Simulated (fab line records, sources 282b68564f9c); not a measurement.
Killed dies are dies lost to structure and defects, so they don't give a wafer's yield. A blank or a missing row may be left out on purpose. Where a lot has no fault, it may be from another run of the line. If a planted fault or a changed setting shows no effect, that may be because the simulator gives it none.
Code-filled problem report in 8D (eight disciplines) form | flow rit_cmos | the parts of the form that need people (team, actions taken, sign-off) are left out

== 1. WHAT WENT WRONG ==
RIT_NLDD_STRIP_09, chamber_pressure_mTorr: mean 2000 mTorr on 3 wafers (1 lot); fault-free wafers 4000 mTorr, standard deviation 3.5. That is -99 or more standard deviations from the usual mean.
The step: strips in O2, time 180 s.
The first sign was on wafer L909.2 at day 5 15:58, on plasma_asher-01. The record holds 39 wafers of 13 lots with a number at this step. Rule for "out", or "out of limits": more than 4 standard deviations from the usual mean. All remaining wafers that have a number are taken as sound.

== 2. WHAT IT IS, AND WHAT IT ISN'T ==
question                    | is                     | is not
which readings at this step | chamber_pressure_mTorr | drypump_motor_current_A
which lots                  | L909                   | L895, L896, L898, L899, L900, L901, L902, L903, L913, L915, L916, L918
which wafers of those lots  | all that have a number | -
read on which tools         | plasma_asher-01        | plasma_asher-02, plasma_asher-03
when                        | from day 5 15:58       | up to then (24 sound wafers); but 12 sound wafers of L913, L915, L916, L918 came after

== 3. THE SUSPECTS, EACH WITH WHAT RULES IT OUT ==
Counting: a tool at any process step up to the reading remains a suspect when it ran all the lots that are out and ran no sound lot after the first of those.
- plasma_asher-01 at RIT_NLDD_STRIP_09 (strips in O2, time 180 s): kept. It ran the lot that is out, L909 (day 5 15:58), and no sound lot after that; its last sound lot up to then is L903 (day 4 12:53). Its own chamber_pressure_mTorr readings are out on those wafers.
Left after counting: plasma_asher-01 at RIT_NLDD_STRIP_09.

== 4. THE CAUSE (what the simulator had put in) ==
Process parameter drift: plasma_asher-01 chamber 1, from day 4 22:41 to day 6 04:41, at RIT_NLDD_STRIP_09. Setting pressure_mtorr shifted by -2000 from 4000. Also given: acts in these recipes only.
This tool alone remained once counting was done.

== 5. THE CHAIN OF EFFECTS, in route order ==
One row per reading whose mean, taken over the struck wafers that have a number, lies over 3 standard deviations from the usual. Only readings for which the record gives a usual standard deviation are gone through. hours: the time from each lot's start at the first step in this table that gives one to its start at this step, as a median over the lots. sigmas: the change in usual standard deviations.
hours | step              | reading                | usual      | on struck wafers | change | sigmas
0     | RIT_NLDD_STRIP_09 | chamber_pressure_mTorr | 4000 mTorr | 2000             | -2000  | -99 or more
Here are the process steps it includes:
- RIT_NLDD_STRIP_09: strips in O2, time 180 s.

== 6. HOW IT WOULD HAVE BEEN CAUGHT EARLIER ==
The fault began at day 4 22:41; the first out-of-limits reading in this record came at day 5 15:58, 17 hours later.
